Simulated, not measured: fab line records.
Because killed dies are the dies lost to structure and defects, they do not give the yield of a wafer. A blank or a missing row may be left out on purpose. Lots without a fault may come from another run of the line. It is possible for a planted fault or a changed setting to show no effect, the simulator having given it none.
Matching of chambers / flow berkeleyCmos170 / rieDiel-02 running UCB170_V1_ETCH_14: 4 sister chambers
The step etches SiO2 in CHF3/CF4/Ar, stops on Al, target depth 1250 nm, time 291 s. 8 wafers are shown with their chamber, then 8 later ones without.

WAFERS PAIRED WITH THEIR CHAMBERS
wafer=L329.3; chamber=0; throttleValvePct (%)=7.08; oesProductAu (a.u.)=0.889
wafer=L329.4; chamber=1; throttleValvePct (%)=6.76; oesProductAu (a.u.)=0.876
wafer=L328.4; chamber=0; throttleValvePct (%)=7.08; oesProductAu (a.u.)=0.887
wafer=L328.6; chamber=3; throttleValvePct (%)=6.71; oesProductAu (a.u.)=0.838
wafer=L334.2; chamber=3; throttleValvePct (%)=6.74; oesProductAu (a.u.)=0.853
wafer=L334.3; chamber=1; throttleValvePct (%)=6.75; oesProductAu (a.u.)=0.869
wafer=L334.6; chamber=2; throttleValvePct (%)=6.98; oesProductAu (a.u.)=0.863
wafer=L344.2; chamber=2; throttleValvePct (%)=6.99; oesProductAu (a.u.)=0.860

WAFERS MISSING THEIR CHAMBER
wafer=L344.3; throttleValvePct (%)=6.75; oesProductAu (a.u.)=0.868
wafer=L344.6; throttleValvePct (%)=6.78; oesProductAu (a.u.)=0.869
wafer=L345.1; throttleValvePct (%)=6.75; oesProductAu (a.u.)=0.881
wafer=L345.5; throttleValvePct (%)=7.08; oesProductAu (a.u.)=0.888
wafer=L345.6; throttleValvePct (%)=6.74; oesProductAu (a.u.)=0.851
wafer=L347.1; throttleValvePct (%)=6.77; oesProductAu (a.u.)=0.867
wafer=L347.4; throttleValvePct (%)=6.77; oesProductAu (a.u.)=0.867
wafer=L347.6; throttleValvePct (%)=7.09; oesProductAu (a.u.)=0.884

WHICH CHAMBER EACH ONE RAN IN
wafer=L344.3; from the rows above=1; in truth=1
wafer=L344.6; from the rows above=1; in truth=1
wafer=L345.1; from the rows above=1; in truth=1
wafer=L345.5; from the rows above=0; in truth=0
wafer=L345.6; from the rows above=3; in truth=3
wafer=L347.1; from the rows above=1; in truth=1
wafer=L347.4; from the rows above=1; in truth=1
wafer=L347.6; from the rows above=0; in truth=0
8 of 8 placed correctly. Number that these rows cannot place: 0. Number placed wrongly: 0.
How it was worked out, from the rows above alone: a wafer's distance from a chamber is the root of the sum, over the readings, of the square of ((its reading less the chamber's mean) divided by the reading's scatter). The wafer belongs to the nearest chamber; if the next one is less than 2 further off, it can't be placed. A chamber's mean is the mean of its shown wafers. How the scatter is found: for the shown wafers, subtract from each reading the mean of its chamber, square and add these, divide the total by (wafers less chambers), then take the root.
